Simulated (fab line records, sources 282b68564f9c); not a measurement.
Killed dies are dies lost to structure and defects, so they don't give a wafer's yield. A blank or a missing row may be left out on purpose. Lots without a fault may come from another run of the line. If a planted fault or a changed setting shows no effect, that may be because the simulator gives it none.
Split-lot trial -- flow rit_cmos -- 5 lots, 19 wafers read, on a route of 202 steps

## ON THE SPLIT
At RIT_GATE_EXPOSE_13 (exposes mask M6, target cd 150 nm), the setting dose_mj was moved away from the recipe's 380 on 4 of the 19 wafers read, by -4.9% to -2.5%. All remaining wafers had this setting at the recipe value.

## FROM THE SPLIT ON TO THE READING: in between, the file shows 1 step
- RIT_NLDD_HARDBAKE_07: time 60 s (also split here: temp_c)

## THE READING
etest.pmos_0p15.drive_ua_um (the simulator's own value, which no gauge read), at RIT_M1_PROBE_99. The file does not state a usual value for it. The 15 wafers here that ran the recipe average 253.5, standard deviation 18.

wafer,"tool, chamber at the split",dose_mj as run,against the recipe,etest.pmos_0p15.drive_ua_um,against lot-mates on the recipe
L080.2,"iline_stepper-02, 0",380,recipe,267.4,-
L080.3,"iline_stepper-02, 0",380,recipe,276.8,-
L081.2,"iline_stepper-02, 0",380,recipe,258.4,-
L081.3,"iline_stepper-02, 0",361.4,-4.9%,181.8,-67.9
L081.5,"iline_stepper-02, 0",380,recipe,265.6,-
L081.6,"iline_stepper-02, 0",380,recipe,225.1,-
L082.1,"iline_stepper-01, 0",380,recipe,247.8,-
L082.3,"iline_stepper-01, 0",380,recipe,242.1,-
L082.4,"iline_stepper-01, 0",380,recipe,226,-
L082.5,"iline_stepper-01, 0",380,recipe,223.7,-
L082.6,"iline_stepper-01, 0",380,recipe,242,-
L083.1,"iline_stepper-02, 0",380,recipe,274.4,-
L083.3,"iline_stepper-02, 0",380,recipe,275.9,-
L083.5,"iline_stepper-02, 0",380,recipe,261.1,-
L085.1,"iline_stepper-01, 0",380,recipe,258.8,-
L085.2,"iline_stepper-01, 0",380,recipe,257.4,-
L085.3,"iline_stepper-01, 0",370.5,-2.5%,225.7,-32.4
L085.5,"iline_stepper-01, 0",370.5,-2.5%,226.8,-31.3
L085.6,"iline_stepper-01, 0",370.5,-2.5%,232.7,-25.4

THE FIT
A straight line over all 19 wafers: etest.pmos_0p15.drive_ua_um changes by +12.8 for each +1% of dose_mj; r = +0.73; the points scatter about the line by 17.
The same after taking each lot's own level away (the mean of its wafers on the recipe; 19 wafers): +13.1 for each +1%; r = +0.88; scatter 9.8.
The reading moves by 64 for the largest change in dose_mj, on that fit.
Across the lots, their own levels run from 236.32 to 272.10, a range of 2.0 times the standard deviation given above.
So the lot-to-lot level blurs the effect unless lot-mates are compared.
Check: with one of the wafers moved furthest among these (-4.9%) left out of the fit, the line predicts -58.1 for it against its lot-mates. It came out at -67.9 against them.

## FURTHER SPLITS ON THESE WAFERS
Note: prior to the reading, these wafers also went through further splits. Each is held against what the fit with the lots' levels taken away leaves over:
other split on the same wafers,wafers away from the commonest value,r with etest.pmos_0p15.drive_ua_um (lot level and that fit taken away)
RIT_ACTIVE_OXIDATION_01 ox_time_s,6,+0.05
RIT_ACTIVE_COAT_06 resist_thk_nm,4,+0.03
RIT_ACTIVE_STRIP_14 pressure_mtorr,14,-0.07
RIT_PWELL_COAT_01 resist_thk_nm,9,+0.02
RIT_PWELL_IMPLANT_08 dose_cm2,5,-0.06
RIT_PRETRO_COAT_01 resist_thk_nm,8,-0.15
RIT_PRETRO_DEVELOP_05 develop_time_s,7,-0.05
RIT_GATE_OXIDATION_05 ox_time_s,11,-0.04
RIT_NLDD_HARDBAKE_07 temp_c,8,-0.08

## THE WHOLE CHAIN: every reading that the file lists as answering this split, in the file's order
step,what it does,reading,change (the file's fit),r (the file's)
RIT_M1_PROBE_99,,"etest.pmos_turned.r_on_ohm_um (the simulator's own value, which no gauge read)",-166 for each +1% of the setting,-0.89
RIT_M1_PROBE_99,,"etest.pmos_0p15.r_on_ohm_um (the simulator's own value, which no gauge read)",-165 for each +1% of the setting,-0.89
RIT_M1_PROBE_99,,"etest.nmos_0p15.r_on_ohm_um (the simulator's own value, which no gauge read)",-54.9 for each +1% of the setting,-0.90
RIT_M1_PROBE_99,,"etest.nmos_0p15.drive_ua_um (the simulator's own value, which no gauge read)",+20.9 for each +1% of the setting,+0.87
RIT_M1_PROBE_99,,"etest.pmos_0p15.drive_ua_um (the simulator's own value, which no gauge read)",+13.3 for each +1% of the setting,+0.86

## FILE'S OWN FIT
etest.pmos_0p15.drive_ua_um changes by +13.3 for each +1% of dose_mj, r = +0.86.
